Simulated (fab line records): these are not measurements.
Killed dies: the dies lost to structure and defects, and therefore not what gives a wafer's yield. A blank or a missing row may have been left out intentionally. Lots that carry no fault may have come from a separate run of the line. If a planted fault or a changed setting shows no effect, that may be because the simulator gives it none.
Comparing a struck lot with a sound one    flow rit cmos    15 steps out of a route of 202
Sound: wafers L433.1, L433.2, L433.5. The struck wafers were L439.2, L439.4, L439.6. At the end, the cause is stated.
For every step that has rows: the tool of each side, followed by ch and its chambers, followed by its first start. Under that, the readings that differ: sound wafers    struck wafers    difference of the means    sigmas: that difference in standard deviations of wafers without a fault.
alike: words and numbers the same on both sides, and readings whose means are apart by under 2 such deviations; not compared: readings that were withheld, readings missing a value for some wafer, numbers with overlapping values and no deviation given by the record, and bounds like >300 which may hide the same value.
Wherever a step has rows on one side only, a row that says differs or no value, or a row with sigmas, the two part there. Numbers that have no deviation but don't overlap get no sigmas and don't part them. A reading missing from all wafers of one side parts the sides only when that side holds two or more wafers.

RIT_FOX2_THK_MEAS_01:
  sound on film metro-02 at day 3 13:47; struck on film metro-02 at day 4 12:32
  alike: FOX2_OXIDE_THK
then, 2 steps without rows for these wafers: RIT_FOX2_CLEAN_02 (cleans in dHF, time 180 s); RIT_FOX2_WET_ETCH_03 (etches Si3N4 in H3PO4, target depth 195 nm, time 2700 s).
RIT_FOX2_THK_MEAS_90:
  sound on film metro-01 at day 3 14:40; struck on film metro-02 at day 4 13:29
  alike: FIELD_OXIDE_LEFT_1_THK
then, 6 steps without rows for these wafers: RIT_NWELL_HMDS_00 (prime time 60 s); RIT_NWELL_COAT_01 (resist thk 1300 nm); RIT_NWELL_SOFTBAKE_02 (time 60 s); RIT_NWELL_EXPOSE_03 (exposes mask M2, target cd 43900 nm); RIT_NWELL_PEB_04; RIT_NWELL_DEVELOP_05 (develop time 68 s).
RIT_NWELL_OVL_MEAS_06:
  sound on overlay-01 at day 3 15:54; struck on overlay-02 at day 4 14:26
  alike: NWELL_OVL
then, 1 step without rows for these wafers: RIT_NWELL_HARDBAKE_07 (time 120 s).
RIT_NWELL_IMPLANT_08:
  sound on implanter-01 ch 0, day 3 16:24; struck on implanter-04 ch 0, day 4 14:44
reading             sound              struck             difference  sigmas
tilt deg (degrees)  7.013 7.006 7.002  8.280 8.285 8.275  +1.273      +71
RIT_NWELL_STRIP_09: strips in O2, time 180 s.
  sound on plasma asher-03 ch 0,1, day 3 16:33; struck on plasma asher-02 ch 0,1, day 4 14:52
  alike: drypump motor current A
  not compared: rf hours counter h
RIT_M1_PROBE_99:
  sound on prober-01 at day 5 07:50; struck on prober-02 at day 6 03:43
  alike: killed at front end, killed dies, killed on rim, killed open, killed short

## WHERE THEY PART
Within this record, at RIT_NWELL_IMPLANT_08 only. Later steps at which nothing parts them and some readings are alike: RIT_NWELL_STRIP_09, RIT_M1_PROBE_99.

WHY: what the simulator had put in
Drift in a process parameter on implanter-04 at RIT_NWELL_IMPLANT_08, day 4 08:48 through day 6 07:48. Setting tilt deg shifted by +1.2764 from 7. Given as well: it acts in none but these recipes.
